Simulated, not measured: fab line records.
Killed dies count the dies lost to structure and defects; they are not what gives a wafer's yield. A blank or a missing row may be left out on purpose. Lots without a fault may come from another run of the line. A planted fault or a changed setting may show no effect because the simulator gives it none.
fab line records	flow berkeley_cmos170
[record] lots = 14	wafers = 42	last_day = 13
route steps=331 shown PSD@179 V1@269 V2@292 M3@320
lots that met no fault: from a run of the same line without faults
start_h: start of the lot's first displayed wafer, in hours after the record's first day	wait_h: hours from the lot's prior step to this one	" same as the row above	L1.1+2: a row that stands for several wafers	- either no value or no given start	* or withheld: withheld	< > ~ a bound
route shown NAME@n: NAME is a module with steps in the file, n the number in the route of the first one	usual: mean/standard deviation taken from wafers without a fault	same: alike in all rows	chamber/n: place in a boat	sites: readings site by site	_std_site: the standard deviation of these	_edge_site: the outer-site mean with the inner-site mean subtracted	radius_mm: for every site, how far away it sits from the centre of the wafer	mask NAME#n: copy n	behind: tool/chamber where the wafer was last shaped	hold: why the lot went on hold/how many hours it stayed there/how the hold came to an end	device: which transistor (n, p or np) failed to switch	end of line: tests run on the same wafers once the route is complete	step lacking rows: just its recipe	killed: the dies lost at the first sort to structure and to defects; this is not the yield of the wafer	map: a wafer's dies, marking killed ones x, the rest . and places with no die _
set.NAME: the setting the step ran with; set.NAME@STEP: the setting that earlier step ran with	model.NAME: the simulator's own value behind a step, which no gauge read
the route's steps for a sample of lots (tables are steps, rows are wafers)
services: when a tool's chamber went out of use (start_h, in hours from the record's first day, below 0 if earlier), for how many hours, and the reason
[[steps]]
[step UCB170_PSD_PEB_04]
[recipe] peb_temp_c = 130	peb_time_s = withheld	resist = KrF
[usual] heater_power_total_W = 56.79/0.045
lot.wafer	tool	chamber	start_h	wait_h	heater_power_total_W
L189.1	litho_track-03	0	161.69	0.1	56.81
L189.2	"	0	"	"	56.82
L189.4	"	0	"	"	56.75
L190.3	litho_track-02	0	169.98	0.3	56.77
L190.4	"	0	"	"	56.84
L190.6	"	0	"	"	56.72
L192.2	litho_track-02	0	170.23	0.3	56.77
L192.3	"	0	"	"	56.75
L192.5	"	0	"	"	56.84
L194.1	litho_track-03	0	176.46	0.3	56.83
L194.3	"	0	"	"	56.83
L194.6	"	0	"	"	56.79
L193.3	litho_track-03	0	176.78	0.3	56.77
L193.4	"	0	"	"	56.78
L193.6	"	0	"	"	56.76
L196.4	litho_track-03	0	189.87	0.1	56.73
L196.5	"	0	"	"	56.82
L196.6	"	0	"	"	56.75
L199.1	litho_track-02	0	205.89	0.3	56.78
L199.2	"	0	"	"	56.77
L199.3	"	0	"	"	56.81
L200.2	litho_track-03	0	207.12	0.9	56.83
L200.3	"	0	"	"	56.83
L200.6	"	0	"	"	56.75
L202.3	litho_track-02	0	227.72	0.1	56.87
L202.4	"	0	"	"	56.81
L202.6	"	0	"	"	56.84
L207.2	litho_track-01	0	242.95	0.1	56.80
L207.3	"	0	"	"	56.81
L207.5	"	0	"	"	56.80
L208.4	litho_track-01	0	255.05	0.1	56.78
L208.5	"	0	"	"	56.76
L208.6	"	0	"	"	56.86
L212.1	litho_track-03	0	278.69	0.4	56.85
L212.3	"	0	"	"	56.84
L212.5	"	0	"	"	56.82
L210.2	litho_track-03	0	278.99	0.5	56.78
L210.5	"	0	"	"	56.84
L210.6	"	0	"	"	56.81
L211.3	litho_track-03	0	279.56	0.7	56.78
L211.5	"	0	"	"	56.75
L211.6	"	0	"	"	56.78
[step UCB170_PSD_CD_MEAS_06]
[recipe] target_cd_nm = 1200
[usual] cd_nm = 1199.8/1.3
lot.wafer	tool	chamber	start_h	wait_h	cd_nm
L189.1	cd_sem-01	-	161.96	-	1200.7
L189.2	"	-	"	"	1199.8
L189.4	"	-	"	"	1200.3
L190.3	cd_sem-02	-	170.25	-	1200.6
L190.4	"	-	"	"	1200.9
L190.6	"	-	"	"	1201.1
L192.2	cd_sem-02	-	170.52	-	1199.1
L192.3	"	-	"	"	1199.1
L192.5	"	-	"	"	1198.8
L194.1	cd_sem-02	-	176.73	-	1199.6
L194.3	"	-	"	"	1201.3
L194.6	"	-	"	"	1200.7
L193.3	cd_sem-01	-	177.05	-	1200.8
L193.4	"	-	"	"	1201.1
L193.6	"	-	"	"	1201.7
L196.4	cd_sem-01	-	190.13	-	1212.2
L196.5	"	-	"	"	1211.9
L196.6	"	-	"	"	1211.6
L199.1	cd_sem-02	-	206.16	-	1197.7
L199.2	"	-	"	"	1197.4
L199.3	"	-	"	"	1198.0
L200.2	cd_sem-01	-	207.44	-	1213.1
L200.3	"	-	"	"	1212.3
L200.6	"	-	"	"	1213.1
L202.3	cd_sem-01	-	227.99	-	1201.0
L202.4	"	-	"	"	1199.0
L202.6	"	-	"	"	1199.2
L207.2	cd_sem-01	-	243.22	-	1200.9
L207.3	"	-	"	"	1199.5
L207.5	"	-	"	"	1200.9
L208.4	cd_sem-01	-	255.31	-	1199.8
L208.5	"	-	"	"	1198.3
L208.6	"	-	"	"	1199.3
L212.1	cd_sem-01	-	278.96	-	1198.2
L212.3	"	-	"	"	1199.4
L212.5	"	-	"	"	1198.3
L210.2	cd_sem-02	-	279.26	-	1198.6
L210.5	"	-	"	"	1198.9
L210.6	"	-	"	"	1200.0
L211.3	cd_sem-02	-	279.83	-	1199.3
L211.5	"	-	"	"	1201.5
L211.6	"	-	"	"	1199.9
[step UCB170_V1_STRIP_15]
[recipe] chemistry = O2	power_w = 400	pressure_mtorr = 3417	platen_temp_c = withheld	o2_flow_sccm = 400	overash_fraction = 0.5
[usual] drypump_motor_current_A = 5.9/0.57	oes_product_au = 0.722/0.0043	strip_time_to_endpoint_s = 15.31/0.085
lot.wafer	tool	chamber	start_h	wait_h	drypump_motor_current_A	oes_product_au	rf_hours_counter_h	strip_time_to_endpoint_s
L189.1	plasma_asher-02	0	176.79	0.1	6.0	0.727	42	15.27
L189.2	"	1	"	"	4.6	0.719	42	15.30
L189.4	"	0	"	"	6.1	0.721	-	15.43
L190.3	plasma_asher-03	1	187.04	0.1	5.9	0.726	-	15.34
L190.4	"	0	"	"	6.1	0.720	-	15.33
L190.6	"	1	"	"	5.9	0.720	-	15.33
L192.2	plasma_asher-01	0	189.37	0.1	6.5	0.720	41	15.29
L192.3	"	0	"	"	6.6	0.716	-	15.27
L192.5	"	1	"	"	5.3	0.730	-	15.33
L194.1	plasma_asher-01	1	197.98	0.1	5.3	0.721	42	15.28
L194.3	"	1	"	"	5.3	0.727	-	15.31
L194.6	"	0	"	"	6.6	0.729	-	15.22
L193.3	plasma_asher-03	1	199.18	0.1	5.9	0.715	-	15.29
L193.4	"	0	"	"	6.1	0.720	-	15.23
L193.6	"	1	"	"	5.8	0.726	-	15.22
L196.4	plasma_asher-02	0	210.26	0.1	6.1	0.717	-	15.23
L196.5	"	1	"	"	4.6	0.715	-	15.25
L196.6	"	0	"	"	6.1	0.721	-	15.25
L199.1	plasma_asher-01	0	222.06	0.1	6.6	0.722	44	15.26
L199.2	"	1	"	"	5.4	0.723	44	15.30
L199.3	"	1	"	"	5.3	0.717	-	15.30
L200.2	plasma_asher-02	1	223.27	0.1	4.6	0.722	47	15.50
L200.3	"	0	"	"	6.0	0.729	-	15.30
L200.6	"	0	"	"	6.0	0.724	-	15.37
L202.3	plasma_asher-03	0	246.60	0.1	6.1	0.721	-	15.52
L202.4	"	1	"	"	5.9	0.724	-	15.42
L202.6	"	0	"	"	6.1	0.725	-	15.33
L207.2	plasma_asher-03	1	257.12	0.1	5.9	0.725	15	15.37
L207.3	"	1	"	"	5.9	0.730	-	15.38
L207.5	"	0	"	"	6.1	0.709	-	15.30
L208.4	plasma_asher-01	1	273.01	0.1	5.3	0.725	-	15.36
L208.5	"	0	"	"	6.6	0.727	-	15.38
L208.6	"	1	"	"	5.3	0.719	-	15.32
L212.1	plasma_asher-01	1	293.25	0.1	5.3	0.720	51	15.36
L212.3	"	1	"	"	5.3	0.725	-	15.34
L212.5	"	1	"	"	5.4	0.718	-	15.26
L210.2	plasma_asher-01	0	295.62	0.1	6.5	0.715	51	15.29
L210.5	"	0	"	"	6.6	0.723	-	15.28
L210.6	"	1	"	"	5.3	0.720	-	15.34
L211.3	plasma_asher-01	0	297.29	0.1	6.5	0.722	-	15.34
L211.5	"	0	"	"	6.6	0.720	-	15.36
L211.6	"	1	"	"	5.3	0.729	-	15.37
[step UCB170_V2_CVD_00]
[recipe] material = SiO2	target_thk_nm = 2000	temp_c = 390	precursor = TEOS/O2	time_s = 250	rf_w = 550	pressure_mtorr = 9000
[usual] heater_power_w = 249/67	rf_fwd_power_W = 548.4/1.7
lot.wafer	tool	chamber	start_h	wait_h	heater_power_w	rf_fwd_power_W
L189.1	pecvd-04	0	179.95	0.1	250	543.7
L189.2	"	2	"	"	278	547.1
L189.4	"	0	"	"	188	549.9
L190.3	pecvd-04	2	192.19	0.1	321	547.6
L190.4	"	2	"	"	224	548.5
L190.6	"	1	"	"	277	546.4
L192.2	pecvd-02	1	192.91	0.1	404	547.4
L192.3	"	2	"	"	246	548.6
L192.5	"	2	"	"	175	551.0
L194.1	pecvd-02	0	202.01	0.1	273	549.6
L194.3	"	0	"	"	321	549.3
L194.6	"	0	"	"	238	549.5
L193.3	pecvd-04	0	202.35	0.1	188	550.4
L193.4	"	0	"	"	261	548.9
L193.6	"	1	"	"	202	548.2
L196.4	pecvd-02	0	213.42	0.1	232	548.4
L196.5	"	0	"	"	313	549.2
L196.6	"	1	"	"	391	548.4
L199.1	pecvd-01	2	225.17	0.1	305	549.0
L199.2	"	1	"	"	221	549.8
L199.3	"	0	"	"	193	548.1
L200.2	pecvd-04	0	226.17	0.1	234	547.9
L200.3	"	1	"	"	264	547.1
L200.6	"	2	"	"	224	547.4
L202.3	pecvd-04	1	249.62	0.1	268	547.3
L202.4	"	0	"	"	270	549.9
L202.6	"	2	"	"	226	550.6
L207.2	pecvd-01	2	260.73	0.1	273	547.1
L207.3	"	0	"	"	173	553.0
L207.5	"	1	"	"	135	550.0
L208.4	pecvd-01	0	275.91	0.1	107	549.5
L208.5	"	2	"	"	278	549.0
L208.6	"	1	"	"	138	550.7
L212.1	pecvd-04	2	296.16	0.1	259	550.2
L212.3	"	1	"	"	226	547.7
L212.5	"	2	"	"	314	549.9
L210.2	pecvd-02	2	298.46	0.1	190	547.4
L210.5	"	1	"	"	406	546.9
L210.6	"	0	"	"	229	549.4
L211.3	pecvd-02	1	300.41	0.1	373	548.0
L211.5	"	1	"	"	312	544.5
L211.6	"	2	"	"	244	550.0
[step UCB170_M3_SOFTBAKE_11]
[recipe] resist = KrF	temp_c = 130	time_s = 61.75
[usual] heater_power_total_W = 56.74/0.042	plate_sensor_t_centre_C = 131.41/0.01	plate_sensor_t_edge_C = 131.53/0.012
lot.wafer	tool	chamber	start_h	wait_h	heater_power_total_W	plate_sensor_t_centre_C	plate_sensor_t_edge_C
L189.1	litho_track-03	0	-	-	56.72	131.41	131.53
L189.2	"	0	"	"	56.72	131.42	131.52
L189.4	"	0	"	"	56.66	131.41	131.52
L190.3	litho_track-02	0	-	-	56.77	131.41	131.53
L190.4	"	0	"	"	56.77	131.42	131.52
L190.6	"	0	"	"	56.77	131.42	131.51
L192.2	litho_track-01	0	-	-	56.69	131.42	131.52
L192.3	"	0	"	"	56.66	131.4	131.51
L192.5	"	0	"	"	56.72	131.41	131.54
L194.1	litho_track-01	0	-	-	56.85	131.41	131.53
L194.3	"	0	"	"	56.77	131.39	131.52
L194.6	"	0	"	"	56.73	131.42	131.51
L193.3	litho_track-02	0	-	-	56.66	131.41	131.55
L193.4	"	0	"	"	56.72	131.4	131.53
L193.6	"	0	"	"	56.75	131.41	131.53
L196.4	litho_track-03	0	-	-	56.72	131.41	131.52
L196.5	"	0	"	"	56.81	131.4	131.55
L196.6	"	0	"	"	56.71	131.41	131.54
L199.1	litho_track-03	0	-	-	56.76	131.41	131.54
L199.2	"	0	"	"	56.72	131.39	131.52
L199.3	"	0	"	"	56.73	131.43	131.56
L200.2	litho_track-02	0	-	-	56.72	131.39	131.53
L200.3	"	0	"	"	56.77	131.42	131.53
L200.6	"	0	"	"	56.67	131.41	131.55
L202.3	litho_track-02	0	-	-	56.74	131.4	131.55
L202.4	"	0	"	"	56.81	131.42	131.54
L202.6	"	0	"	"	56.73	131.43	131.54
L207.2	litho_track-02	0	-	-	56.77	131.4	131.54
L207.3	"	0	"	"	56.70	131.42	131.53
L207.5	"	0	"	"	56.73	131.42	131.54
L208.4	litho_track-01	0	-	-	56.69	131.4	131.52
L208.5	"	0	"	"	56.78	131.4	131.51
L208.6	"	0	"	"	56.78	131.4	131.52
L212.1	litho_track-03	0	-	-	56.73	131.42	131.53
L212.3	"	0	"	"	56.75	131.4	131.51
L212.5	"	0	"	"	56.75	131.41	131.53
L210.2	litho_track-03	0	-	-	56.72	131.4	131.54
L210.5	"	0	"	"	56.75	131.4	131.54
L210.6	"	0	"	"	56.83	131.41	131.52
L211.3	litho_track-01	0	-	-	56.72	131.41	131.55
L211.5	"	0	"	"	56.77	131.41	131.53
L211.6	"	0	"	"	56.83	131.4	131.52
[[services]]
tool	chamber	start_h	hours	kind
pecvd-02	0	149.50	-	clean
pecvd-02	1	149.50	-	clean
pecvd-02	2	149.50	-	clean
pecvd-02	2	199.67	27.4	repair
pecvd-04	0	204.46	4.8	repair
pecvd-01	-	242.50	14.0	pm
pecvd-01	0	242.50	14.0	vent_cycle
pecvd-01	1	242.50	14.0	vent_cycle
pecvd-01	2	242.50	14.0	vent_cycle
pecvd-01	0	256.50	-	clean
pecvd-01	1	256.50	-	clean
pecvd-01	2	256.50	-	clean
plasma_asher-03	-	261.87	0.4	repair
pecvd-02	-	267.19	2.8	pm
plasma_asher-03	-	280.05	2.8	pm
plasma_asher-03	-	298.60	1.5	repair
[[key]]
[first_sign] step = UCB170_PSD_CD_MEAS_06	reading = cd_nm	direction = up	sigmas = 9.5	usual = 1199.8	struck = 1212.3
effect none on later readings
met_at UCB170_PSD_PEB_04
struck_lots L196,L200
tester_left_out L196,L200
not_acting_at UCB170_V1_STRIP_15,UCB170_V2_CVD_00,UCB170_M3_SOFTBAKE_11
onset_between 176.78 189.87
[fault] kind = process_parameter_drift	tool = litho_track-03	chamber = -	onset_h = 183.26	steps = UCB170_PSD_PEB_04	channel = peb_time_s	offset = withheld	shape = step	end_h = 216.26	acts_in = *
// tester_left_out: of these lots the tester's yield and bins aren't shown, on N5 and GAA mostly nor the transistor test; their killed dies are dies lost to structure and defects alone, not to doping, threshold or leakage, so they don't give the yield
